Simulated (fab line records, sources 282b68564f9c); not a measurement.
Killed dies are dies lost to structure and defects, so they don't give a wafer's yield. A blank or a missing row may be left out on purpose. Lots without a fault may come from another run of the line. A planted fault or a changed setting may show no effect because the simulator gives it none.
Tool commonality check | flow rit_cmos | 14 lots, 42 wafers sampled

WHY IT WAS OPENED
At RIT_SPACER_THK_MEAS_04 the reading SPACER_NITRIDE_THK is flagged on 2 of 14 lots. Wafers without a fault read 253.3 nm, standard deviation 2.3.
Rule: a lot is flagged when every wafer of it that has a number lies more than 4 standard deviations from that mean, or none has a number. The other lots count as sound.

lot  | measured    | on            | SPACER_NITRIDE_THK (nm), wafer by wafer | flag
L155 | day 3 03:32 | film_metro-01 | 253.4 254.8 251.8                       |
L157 | day 3 17:01 | film_metro-03 | 252.5 253.3 253.1                       |
L158 | day 3 21:01 | film_metro-04 | 252.8 253.1 254.2                       |
L160 | day 4 12:44 | film_metro-03 | 249.1 251.7 249.6                       |
L161 | day 4 22:18 | film_metro-03 | 252.6 254.3 252.6                       |
L162 | day 5 07:40 | film_metro-03 | 255.8 251.4 249.5                       |
L163 | day 5 11:19 | film_metro-03 | 250.5 249.0 249.1                       |
L166 | day 6 09:34 | film_metro-03 | 255.7 254.8 257.4                       |
L169 | day 6 14:37 | film_metro-04 | 255.8 253.2 252.1                       |
L170 | day 6 23:37 | film_metro-04 | 258.0 259.1 256.6                       |
L172 | day 7 01:01 | film_metro-03 | 253.4 253.7 254.7                       |
L171 | day 7 03:05 | film_metro-04 | 507.9 508.8 505.8                       | FLAGGED
L174 | day 7 15:34 | film_metro-01 | 503.8 504.6 502.0                       | FLAGGED
L176 | day 7 22:25 | film_metro-03 | 251.7 249.8 248.4                       |
The numbers of the flagged lots are 505.5 nm on average: +252.2 nm against the usual, or +99 or more standard deviations.

WHICH TOOL RAN EACH LOT
The record holds 1 process step before the reading, out of a route of 202 steps. In each cell: the tool, then ch and the chambers that the sampled wafers went through, then the start.
lot  | flag    | RIT_SPACER_CVD_03
L155 |         | lpcvd-01 ch 0, day 3 01:37
L157 |         | lpcvd-02 ch 0, day 3 14:08
L158 |         | lpcvd-02 ch 1, day 3 18:08
L160 |         | lpcvd-01 ch 1, day 4 10:49
L161 |         | lpcvd-02 ch 0, day 4 20:23
L162 |         | lpcvd-02 ch 0, day 5 05:44
L163 |         | lpcvd-01 ch 0, day 5 09:24
L166 |         | lpcvd-01 ch 1, day 6 07:39
L169 |         | lpcvd-01 ch 1, day 6 12:41
L170 |         | lpcvd-02 ch 0, day 6 21:41
L172 |         | lpcvd-01 ch 1, day 6 23:05
L171 | FLAGGED | lpcvd-01 ch 1, day 6 23:05 and lpcvd-02 ch 1, day 7 01:10
L174 | FLAGGED | lpcvd-02 ch 0, day 7 10:51 and lpcvd-01 ch 0, day 7 13:38
L176 |         | lpcvd-01 ch 1, day 7 20:30
What these steps do:
- RIT_SPACER_CVD_03: deposits Si3N4 from SiH2Cl2/NH3, target thk 250 nm, time 3300 s.
- RIT_SPACER_THK_MEAS_04

FLAGGED OVER TOTAL, TOOL BY TOOL (the gauges that took the reading come last)
step                   | tool          | lots run | flagged | share of the flagged lots | sound lots run after its first flagged lot
RIT_SPACER_CVD_03      | lpcvd-01      | 9        | 2       | all                       | 1 (L176)
RIT_SPACER_CVD_03      | lpcvd-02      | 7        | 2       | all                       | 0
RIT_SPACER_THK_MEAS_04 | film_metro-01 | 2        | 1       | some                      | 0
RIT_SPACER_THK_MEAS_04 | film_metro-03 | 8        | 0       | none                      | -
RIT_SPACER_THK_MEAS_04 | film_metro-04 | 4        | 1       | some                      | 0

WHAT THE TABLE ALLOWS
2 rows of the table ran every flagged lot: lpcvd-01 at RIT_SPACER_CVD_03, lpcvd-02 at RIT_SPACER_CVD_03.
- lpcvd-01 at RIT_SPACER_CVD_03: 2 of its 9 lots flagged. Sound lots ran on it after the first flagged one (L176), which a lasting fault on the whole tool wouldn't allow.
- lpcvd-02 at RIT_SPACER_CVD_03: 2 of its 7 lots flagged. Its last sound lot is L170 (day 6 21:41), its first flagged lot L171 (day 7 01:10): a fault that began between those two fits.
One tool is left: lpcvd-02 at RIT_SPACER_CVD_03.

WHAT THE SIMULATOR HAD PUT IN
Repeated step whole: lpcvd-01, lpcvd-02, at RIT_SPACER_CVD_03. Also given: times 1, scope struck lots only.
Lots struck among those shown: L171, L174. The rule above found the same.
